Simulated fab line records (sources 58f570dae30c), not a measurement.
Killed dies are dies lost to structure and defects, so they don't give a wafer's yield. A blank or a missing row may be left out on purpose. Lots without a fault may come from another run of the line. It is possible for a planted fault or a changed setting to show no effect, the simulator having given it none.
Struck lot and sound lot, side by side + flow berkeleyCmos170 + 43 out of 331 route steps
Sound: these wafers, L591.3, L591.4, L591.6. Struck: wafers L603.4, L603.6 (left out: L603.5, a lot-mate that was not struck); the cause follows at the end.
Each step with rows lists, per side, the tool, then ch with its chambers, then its first start. Under that, the readings that differ: sound wafers + struck wafers + difference of the means + sigmas: that difference in standard deviations of wafers without a fault.
alike: same words and numbers on both sides, and readings whose means sit less than 2 such deviations apart. not compared: any withheld reading, any reading some wafer has no value for, any bound like >300 that may hide the same value, and any number with overlapping values for which the record gives no deviation.
The two part at a step that has a row with sigmas, a row that says differs or no value, or rows on one side only. Numbers that have no deviation but don't overlap get no sigmas and don't part them. Lack of a reading on every wafer of one side parts them only where that side has two or more wafers.

first, 1 step without rows for these wafers: UCB170_SILICIDE_PRE_CLEAN_00 (preclean etch time 60 s).
UCB170_SILICIDE_SPUTTER_01: material Ti, target thk 30 nm, time 25 s.
  sound: pvdSputter-03 at day 8 03:02; struck: pvdSputter-04 at day 10 03:08
  alike: throttleValvePct
UCB170_SILICIDE_RS_MEAS_02: measurement is done with a four-point probe.
  sound: filmMetro-03 at day 8 03:06; struck: filmMetro-02 at day 10 03:14
  alike: SILICIDE_TI_RS
UCB170_SILICIDE_THK_MEAS_03: measures by xrf.
  sound: filmMetro-03 at day 8 03:12; struck: filmMetro-02 at day 10 03:19
  alike: SILICIDE_TI_THK
UCB170_SILICIDE_RTA_04: time 15 s.
  sound on rtpAnneal-02 ch 0, day 8 03:16; struck on rtpAnneal-01 ch 0, day 10 03:23
| reading          | sound          | struck  | difference | sigmas |
|------------------|----------------|---------|------------|--------|
| lampPowerPct (%) | 12.1 12.1 12.1 | 8.7 8.7 | -3.4       | -2     |
  alike: wafer_temp_C_max
then, 3 steps without rows for these wafers: UCB170_SILICIDE_WET_ETCH_05 (etches Ti in SPM, time 45 s); UCB170_CONTACT_CLEAN_00 (cleans in SPM, time 600 s); UCB170_CONTACT_CVD_01 (deposits PSG from SiH4/O2/PH3, target thk 700 nm, time 2820 s).
UCB170_CONTACT_THK_MEAS_02:
  sound: filmMetro-02 at day 8 05:28; struck: filmMetro-03 at day 10 06:15
  alike: CONTACT_PSG_THK
then, 3 steps without rows for these wafers: UCB170_CONTACT_HMDS_03 (prime time 60 s); UCB170_CONTACT_COAT_04 (resist thk 916.6 nm); UCB170_CONTACT_SOFTBAKE_05 (time 60 s).
UCB170_CONTACT_STRIP_06: strips in O2.
  sound on plasmaAsher-03 ch 0,1, day 8 06:13; struck on plasmaAsher-01 ch 0, day 10 06:46
| reading                  | sound       | struck  | difference | sigmas |
|--------------------------|-------------|---------|------------|--------|
| drypumpMotorCurrentA (A) | 6.5 5.7 6.5 | 5.1 5.1 | -1.1       | -3     |
  alike: oesProductAu, stripTimeToEndpointS
  not compared: rfHoursCounterH
then, 1 step without rows for these wafers: UCB170_CONTACT_CLEAN_07 (cleans in SPM, time 600 s).
UCB170_CONTACT_RTA_08: time 10 s.
  sound on rtpAnneal-02 ch 0, day 8 06:30; struck on rtpAnneal-01 ch 0, day 10 07:02
| reading          | sound             | struck      | difference | sigmas |
|------------------|-------------------|-------------|------------|--------|
| lampPowerPct (%) | 28 28 28          | 20 20       | -8         | -2     |
| wafer_temp_C_max | 904.4 905.6 904.5 | 903.4 902.9 | -1.7       | -2     |
then, 6 steps without rows for these wafers: UCB170_CONTACT_COAT_09; UCB170_CONTACT_COAT_10 (resist thk 900 nm); UCB170_CONTACT_SOFTBAKE_11 (time 60 s); UCB170_CONTACT_EXPOSE_12 (exposes mask CONT, target cd 700 nm); UCB170_CONTACT_PEB_13; UCB170_CONTACT_DEVELOP_14 (develop time 45 s).
UCB170_CONTACT_CD_MEAS_15: the cd target is 700 nm.
  sound: cdSem-02 at day 8 07:53; struck: cdSem-02 at day 10 08:14
  alike: cdNm
UCB170_CONTACT_OVL_MEAS_16:
  sound: overlay-02 at day 8 07:59; struck: overlay-01 at day 10 08:19
  alike: CONTACT_OVL
then, 3 steps without rows for these wafers: UCB170_CONTACT_ETCH_17 (etches BARC in N2/H2); UCB170_CONTACT_ETCH_18 (etches PSG in CHF3/CF4/Ar, stops on TiSi2, target depth 840 nm, time 195 s); UCB170_CONTACT_STRIP_19 (strips in O2).
UCB170_CONTACT_CD_MEAS_90: the cd target is 700 nm.
  sound: cdSem-02 at day 8 08:19; struck: cdSem-02 at day 10 08:40
  alike: cdNm
then, 1 step without rows for these wafers: UCB170_CONTACT_CLEAN_20 (cleans in SPM, time 600 s).
UCB170_M1_SPUTTER_00: material Al, target thk 600 nm, time 80 s.
  sound: pvdSputter-04 at day 8 08:34; struck: pvdSputter-02 at day 10 08:59
  alike: throttleValvePct
UCB170_M1_RS_MEAS_01: measurement is done with a four-point probe.
  sound: filmMetro-04 at day 8 08:40; struck: filmMetro-02 at day 10 09:06
  alike: M1_AL_RS
UCB170_M1_THK_MEAS_02: measures by xrf.
  sound: filmMetro-04 at day 8 08:46; struck: filmMetro-02 at day 10 09:11
| reading        | sound       | struck  | difference | sigmas |
|----------------|-------------|---------|------------|--------|
| M1_AL_THK (nm) | 577 572 573 | 582 589 | +12        | +2     |
then, 6 steps without rows for these wafers: UCB170_M1_COAT_03; UCB170_M1_COAT_04 (resist thk 900 nm); UCB170_M1_SOFTBAKE_05 (time 60 s); UCB170_M1_EXPOSE_06 (exposes mask METAL1, target cd 700 nm); UCB170_M1_PEB_07; UCB170_M1_DEVELOP_08 (develop time 45 s).
UCB170_M1_CD_MEAS_09: the cd target is 700 nm.
  sound: cdSem-01 at day 8 10:02; struck: cdSem-02 at day 10 10:44
  alike: cdNm
UCB170_M1_OVL_MEAS_10:
  sound: overlay-01 at day 8 10:07; struck: overlay-02 at day 10 10:49
  alike: M1_OVL
then, 2 steps without rows for these wafers: UCB170_M1_ETCH_11 (etches BARC in N2/H2); UCB170_M1_METAL_ETCH_12 (etches Al in Cl2/BCl3, stops on PSG, target depth 780 nm, time 130 s).
UCB170_M1_STRIP_13: strips in O2.
  sound on plasmaAsher-04 ch 0,1, day 8 10:21; struck on plasmaAsher-04 ch 1, day 10 11:02
  alike: drypumpMotorCurrentA, oesProductAu
  not compared: rfHoursCounterH
UCB170_M3_PROBE_99:
  record: rows for the struck wafers here (prober-02, day 11 00:59), none for the sound ones

## WHERE THEY PART
At UCB170_SILICIDE_RTA_04 first; at UCB170_M3_PROBE_99 last (within this record only).

WHY: what had been put in by the simulator
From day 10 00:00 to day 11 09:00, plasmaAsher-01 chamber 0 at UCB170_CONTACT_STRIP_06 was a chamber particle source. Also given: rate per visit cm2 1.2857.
